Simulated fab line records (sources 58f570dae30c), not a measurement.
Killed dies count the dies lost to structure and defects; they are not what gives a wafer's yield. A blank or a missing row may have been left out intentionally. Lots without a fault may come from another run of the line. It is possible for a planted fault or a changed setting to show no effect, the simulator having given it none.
Shared-tool check -- flow berkeleyCmos170 -- 14 lots and 42 wafers in the sample

## THE REASON FOR OPENING IT
Of 14 lots, 2 have the reading PSD_RS flagged at UCB170_SDANNEAL_RS_MEAS_02. Wafers without a fault read 75.5 ohm/sq, standard deviation 0.39.
Rule: a lot is flagged in two cases, either no wafer of it has a number, or all its wafers with numbers fall more than 4 standard deviations from that mean. The rest of the lots are taken to be sound.

lot,measured,on,"PSD_RS (ohm/sq), wafer by wafer",flag
L327,day 5 22:14,filmMetro-04,76.1 76.1 76.2,
L330,day 7 07:48,filmMetro-02,75.7 75.4 75.8,
L332,day 7 08:08,filmMetro-01,75.5 75.5 75.5,
L329,day 7 08:13,filmMetro-04,75.6 75.1 75.2,
L333,day 8 00:56,filmMetro-01,75.5 75.7 76.1,
L331,day 8 01:06,filmMetro-02,75.3 75.5 75.3,
L334,day 8 11:29,filmMetro-01,75.5 75.2 75.3,
L337,day 9 01:32,filmMetro-01,75.0 75.3 75.1,
L341,day 9 14:10,filmMetro-02,69.2 69.1 69.2,FLAGGED
L340,day 9 14:22,filmMetro-04,70.0 69.9 70.3,FLAGGED
L344,day 10 11:52,filmMetro-04,76.1 75.9 75.9,
L345,day 10 22:31,filmMetro-02,75.3 74.9 74.9,
L347,day 11 01:10,filmMetro-01,75.8 75.4 75.3,
L348,day 11 12:16,filmMetro-02,76.1 75.5 76.0,
The numbers of the flagged lots are 69.6 ohm/sq on average: -5.9 ohm/sq against the usual, or -15 standard deviations.

## WHICH TOOL EACH LOT WENT THROUGH
The record keeps 1 process step preceding the reading, out of 331 steps on the route. Every cell lists first the tool, next ch and the chambers used by the sampled wafers, and last the start.
lot,flag,UCB170_SDANNEAL_RTA_01
L327,,"rtpAnneal-01 ch 0, day 5 22:10"
L330,,"rtpAnneal-01 ch 0, day 7 07:43"
L332,,"rtpAnneal-02 ch 0, day 7 08:01"
L329,,"rtpAnneal-01 ch 0, day 7 08:10"
L333,,"rtpAnneal-01 ch 0, day 8 00:53"
L331,,"rtpAnneal-02 ch 0, day 8 00:59"
L334,,"rtpAnneal-02 ch 0, day 8 11:25"
L337,,"rtpAnneal-01 ch 0, day 9 01:28"
L341,FLAGGED,"rtpAnneal-01 ch 0, day 9 14:05"
L340,FLAGGED,"rtpAnneal-01 ch 0, day 9 14:17"
L344,,"rtpAnneal-02 ch 0, day 10 11:48"
L345,,"rtpAnneal-02 ch 0, day 10 22:27"
L347,,"rtpAnneal-02 ch 0, day 11 01:05"
L348,,"rtpAnneal-02 ch 0, day 11 12:13"
These steps, and what they do:
- UCB170_SDANNEAL_RTA_01: time 5 s.
- UCB170_SDANNEAL_RS_MEAS_02: measures by four-point-probe.

## FLAGGED AGAINST TOTAL, ONE TOOL AT A TIME (gauges that did the reading follow at the end)
step,tool,lots run,flagged,share of the flagged lots,sound lots run after its first flagged lot
UCB170_SDANNEAL_RTA_01,rtpAnneal-01,7,2,all,0
UCB170_SDANNEAL_RTA_01,rtpAnneal-02,7,0,none,-
UCB170_SDANNEAL_RS_MEAS_02,filmMetro-01,5,0,none,-
UCB170_SDANNEAL_RS_MEAS_02,filmMetro-02,5,1,some,"2 (L345,L348)"
UCB170_SDANNEAL_RS_MEAS_02,filmMetro-04,4,1,some,1 (L344)

## WHAT IS ALLOWED BY THE TABLE
In the table, 1 row covers all flagged lots: rtpAnneal-01 at UCB170_SDANNEAL_RTA_01.
- rtpAnneal-01 at UCB170_SDANNEAL_RTA_01 ran 7 lots, 2 of them flagged. Its last sound lot is L337 (day 9 01:28), its first flagged lot L341 (day 9 14:05): a fault that began between those two fits.
Left over: one tool, rtpAnneal-01 at UCB170_SDANNEAL_RTA_01.

## WHAT WAS PUT IN BY THE SIMULATOR
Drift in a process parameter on rtpAnneal-01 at UCB170_SDANNEAL_RTA_01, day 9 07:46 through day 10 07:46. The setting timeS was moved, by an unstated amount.
Struck lots among those shown: L341, L340. The rule given above showed the same thing.
